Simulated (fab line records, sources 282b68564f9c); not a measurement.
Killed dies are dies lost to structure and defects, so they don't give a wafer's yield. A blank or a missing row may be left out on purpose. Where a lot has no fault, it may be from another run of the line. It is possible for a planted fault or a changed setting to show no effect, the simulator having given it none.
The same fault as seen by 2 desks -- flow ritCmos -- each desk has only its own numbers; what lay behind them comes last

## FOR THE TOOL OWNER'S DESK: rieDiel-01
The tool's own readings at RIT_ACTIVE_ETCH_13 (etches Si3N4 in SF6, stops on SiO2, time 210 s, target depth 210 nm): means of the sampled wafers that have a number, for each lot that ran on this tool. Marked OUT: a lot whose mean sits more than 4 standard deviations from the usual mean, which makes it out of limits; the brackets give that distance.
Columns: A = SF6_flow_sccm at RIT_ACTIVE_ETCH_13, usual 200.0 sccm; B = drypumpMotorCurrentA at RIT_ACTIVE_ETCH_13, usual 5.8 A; C = oesProductAu at RIT_ACTIVE_ETCH_13, usual 0.819 a.u.; D = runLengthS at RIT_ACTIVE_ETCH_13, usual 238.4 s; E = throttleValvePct at RIT_ACTIVE_ETCH_13, usual 7.48 %
lot,first seen here,A,B,C,D,E
L863,day 3 06:50,199.7,5.7,0.818,238.4,7.58
L866,day 3 21:50,199.9,5.5,0.814,238.5,7.51
L869,day 4 12:50,200.3,5.7,0.813,238.0,7.49
L870,day 4 17:50,200.2,6.1,0.802,238.5,7.63
L875,day 5 19:26,199.7,5.5,0.802,245.4 (+15) OUT,7.51
L876,day 5 23:43,200.0,5.6,0.805,245.9 (+16) OUT,7.47
This desk's verdict: out of limits on L875, L876, starting with L875 at day 5 19:26 (runLengthS at RIT_ACTIVE_ETCH_13). In limits: L863, L866, L869, L870.

## FROM THE METROLOGY DESK
Means of the sampled wafers that have a number, per lot and without regard to the tool the lot ran on: this is what the gauges read. Marked OUT: a lot whose mean sits more than 4 standard deviations from the usual mean, which makes it out of limits; the brackets give that distance.
Columns: A = NSD_OVL at RIT_NSD_OVL_MEAS_06, usual 0.0 nm
lot,first seen here,A
L855,day 2 23:02,-2.0
L856,day 3 04:43,-0.4
L857,day 3 08:38,0.9
L861,day 4 05:07,1.5
L863,day 4 15:30,-0.9
L864,day 4 19:31,1.9
L866,day 5 05:15,-0.4
L867,day 5 12:14,0.3
L869,day 5 21:23,-0.9
L870,day 6 01:13,0.3
L875,day 7 03:26,0.6
L876,day 7 08:14,0.6
L877,day 7 15:10,-1.0
L878,day 7 19:16,0.2
This desk's finding: nothing out of limits on any of the 14 lots.

## PUT TOGETHER
An alarm could have come from the tool owner's desk at day 5 19:26, on L875, L876.
The metrology desk saw nothing out of limits.
The metrology desk holds a record of L875, L876, inside its limits.
Of the lots named, all ran RIT_ACTIVE_ETCH_13 on rieDiel-01.

## WHAT HAD BEEN PUT IN BY THE SIMULATOR
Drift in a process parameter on rieDiel-01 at RIT_ACTIVE_ETCH_13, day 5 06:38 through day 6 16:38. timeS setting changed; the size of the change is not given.
Lots struck among those shown: L875, L876.
Delay in hours, fault start to first out-of-limits reading, by desk: the tool owner's desk at 13.
